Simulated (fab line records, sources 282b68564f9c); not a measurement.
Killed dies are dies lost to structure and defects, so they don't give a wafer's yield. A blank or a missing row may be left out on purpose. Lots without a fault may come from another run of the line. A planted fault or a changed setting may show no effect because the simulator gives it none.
A struck lot beside a sound one | flow rit_cmos | 14 steps out of a route of 202
Sound: wafers L937.1, L937.2, L937.3. Struck: wafers L930.1, L930.2, L930.6. The cause comes at the end.
At each step with rows: each side's tool, then ch and its chambers, then its first start. Under that, the readings that differ: sound wafers | struck wafers | difference of the means | sigmas: that difference in standard deviations of wafers without a fault.
alike: readings whose means differ by less than 2 such deviations, and words and numbers that are the same on both sides. not compared: withheld readings, readings that some wafer has no value for, bounds like >300 that may hide the same value, and numbers for which the record gives no deviation and whose values overlap.
The two part at a step that has a row with sigmas, a row that says differs or no value, or rows on one side only. Numbers that don't overlap but have no deviation are shown without sigmas and don't part them. A reading that every wafer of one side lacks parts them only if that side has two wafers or more.

first, 3 steps without rows for these wafers: RIT_NRETRO_EXPOSE_03 (exposes mask M4, target cd 43900 nm); RIT_NRETRO_PEB_04; RIT_NRETRO_DEVELOP_05 (develop time 68 s).
RIT_NRETRO_OVL_MEAS_06:
  sound on overlay-02, day 6 14:49; struck on overlay-01, day 4 22:07
  alike: NRETRO_OVL
then, 2 steps without rows for these wafers: RIT_NRETRO_HARDBAKE_07 (time 120 s); RIT_NRETRO_IMPLANT_08.
RIT_NRETRO_STRIP_09: strips in O2, time 180 s.
  sound on plasma_asher-01 ch 0,1, day 6 15:16; struck on plasma_asher-01 ch 0,1, day 4 22:33
  alike: chamber_pressure_mTorr, drypump_motor_current_A, o2_flow_sccm, rf_refl_power_W
  not compared: rf_hours_counter_h
RIT_NRETRO_TW_MEAS_10:
  sound on film_metro-04, day 6 15:26; struck on film_metro-04, day 4 22:43
  alike: NRETRO_TW
then, 4 steps without rows for these wafers: RIT_PRETRO_HMDS_00 (prime time 60 s); RIT_PRETRO_COAT_01 (resist thk 1300 nm); RIT_PRETRO_SOFTBAKE_02 (time 60 s); RIT_PRETRO_EXPOSE_03 (exposes mask M5, target cd 43700 nm).
RIT_PRETRO_PEB_04:
  sound on litho_track-01 ch 0, day 6 16:11; struck on litho_track-01, day 4 23:32
  reading         | sound          | struck | difference                    | sigmas
  exhaust_pa (Pa) | 45.2 44.5 44.1 | - - -  | no value on the struck wafers |
  not compared: chill_plate_temp_C, resist_line_temp_C
then, 1 step without rows for these wafers: RIT_PRETRO_DEVELOP_05 (develop time 68 s).

WHERE THEY PART
Only at RIT_PRETRO_PEB_04, within this record.

WHY: what the simulator had put in
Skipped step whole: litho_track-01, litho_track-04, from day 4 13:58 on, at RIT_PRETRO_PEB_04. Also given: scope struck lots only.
